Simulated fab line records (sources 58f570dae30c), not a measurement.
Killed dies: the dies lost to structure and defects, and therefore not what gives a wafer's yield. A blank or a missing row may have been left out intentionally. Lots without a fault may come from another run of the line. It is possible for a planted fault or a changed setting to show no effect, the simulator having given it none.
Chamber matching    flow berkeleyCmos170    cmp-01 running UCB170_V1_CMP_02: 4 sister chambers
The step polishes SiO2. 22 wafers are shown with their chamber, then 11 later ones without.

## WAFERS WITH THEIR CHAMBER
wafer   chamber  motorCurrentA (A)  retainingRingPressureFrac
L461.2  3        15.5               1.006
L461.4  1        12.9               0.994
L461.6  0        16.0               0.990
L462.3  0        16.2               0.996
L462.4  3        16.8               1.001
L462.5  3        15.4               1.005
L460.2  0        15.5               1.004
L460.3  2        19.7               1.005
L460.4  1        13.9               0.993
L466.1  0        16.6               0.997
L466.3  1        12.7               1.000
L466.5  3        16.0               1.003
L465.1  2        19.5               1.002
L465.2  0        15.7               1.001
L465.6  2        19.3               1.004
L467.1  1        13.0               1.002
L467.4  0        16.1               1.005
L467.6  0        16.1               1.001
L472.2  2        19.2               0.993
L472.4  3        16.4               1.004
L472.6  1        13.3               1.009
L473.2  0        17.0               1.002

SIGNATURES, as means of the wafers listed above
reading                    chamber 0  chamber 1  chamber 2  chamber 3  scatter within a chamber
motorCurrentA              16.150     13.160     19.425     16.020     0.472
retainingRingPressureFrac  0.99950    0.99960    1.00100    1.00380    0.00497
Rule: a wafer's distance from a chamber is the root of the sum, over the readings, of the square of ((its reading less the chamber's mean) divided by the reading's scatter). If the next closest chamber is less than 2 further off than the closest, the wafer can't be placed; otherwise it belongs to the closest. The scatter: the root of (the sum of the squares of (reading less its chamber's mean) over the shown wafers, divided by (wafers less chambers)).

## WAFERS WHOSE CHAMBER IS MISSING
wafer   motorCurrentA (A)  retainingRingPressureFrac
L473.3  15.2               1.005
L473.4  12.8               1.001
L478.2  16.4               0.997
L478.3  16.0               1.002
L478.4  18.3               1.000
L479.2  15.9               0.996
L479.3  15.8               0.991
L479.6  12.8               1.001
L482.1  14.8               1.006
L482.4  18.8               0.995
L482.6  13.5               1.004

## EACH ONE'S CHAMBER
wafer   from the rows above           in truth
L473.3  can't be placed: 3 or 0       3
L473.4  1                             1
L478.2  can't be placed: 0 or 3       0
L478.3  can't be placed: 3 or 0       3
L478.4  2                             2
L479.2  can't be placed: 0 or 3       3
L479.3  can't be placed: 0 or 3       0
L479.6  1                             1
L482.1  can't be placed: 3 or 0 or 1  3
L482.4  2                             2
L482.6  1                             1
Correctly placed: 5 of 11. Unplaceable from these rows: 6, with the true chamber sitting among the candidates in 6. Number placed wrongly: 0.
